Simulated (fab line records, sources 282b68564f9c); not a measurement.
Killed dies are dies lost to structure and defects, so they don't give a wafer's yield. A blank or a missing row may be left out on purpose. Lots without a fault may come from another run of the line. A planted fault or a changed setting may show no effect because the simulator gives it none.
One fault seen from 2 desks | flow rit_cmos | each desk has only its own numbers; what lay behind them comes last

THE TOOL OWNER'S DESK: litho_track-02
The tool's own readings at RIT_PRETRO_COAT_01 (resist thk 1300 nm): means of the sampled wafers that have a number, for each lot that ran on this tool. A lot is out of limits, marked OUT, if its mean lies more than 4 standard deviations from the usual mean; the brackets give that distance.
Columns: A = resist_line_temp_C at RIT_PRETRO_COAT_01, usual 23.01 C
lot  | first seen here | A
L894 | day 5 04:52     | 23.14
L902 | day 6 22:19     | 23.09
L904 | day 7 03:38     | 22.95
This desk's finding: nothing out of limits on any of the 3 lots.

THE METROLOGY DESK
What the gauges read, lot by lot, whatever tool the lot ran on: means of the sampled wafers that have a number. A lot is out of limits, marked OUT, if its mean lies more than 4 standard deviations from the usual mean; the brackets give that distance.
Columns: A = NRETRO_OVL at RIT_NRETRO_OVL_MEAS_06, usual 1.5 nm; B = NRETRO_TW at RIT_NRETRO_TW_MEAS_10, usual 1065; C = PRETRO_OVL at RIT_PRETRO_OVL_MEAS_06, usual -0.6 nm
lot  | first seen here | A   | B    | C
L885 | day 3 01:55     | 3.0 | 1067 | 1.2
L889 | day 3 21:37     | 2.6 | 1062 | -1.7
L890 | day 4 02:36     | 2.1 | 1074 | -3.1
L894 | day 5 03:58     | 1.2 | 1058 | -0.2
L902 | day 6 21:22     | 0.3 | 1066 | -0.9
L904 | day 7 02:31     | 1.5 | 1069 | 1.5
This desk's finding: nothing out of limits on any of the 6 lots.

PUT TOGETHER
The tool owner's desk saw nothing out of limits.
The metrology desk saw nothing out of limits.

WHAT THE SIMULATOR HAD PUT IN
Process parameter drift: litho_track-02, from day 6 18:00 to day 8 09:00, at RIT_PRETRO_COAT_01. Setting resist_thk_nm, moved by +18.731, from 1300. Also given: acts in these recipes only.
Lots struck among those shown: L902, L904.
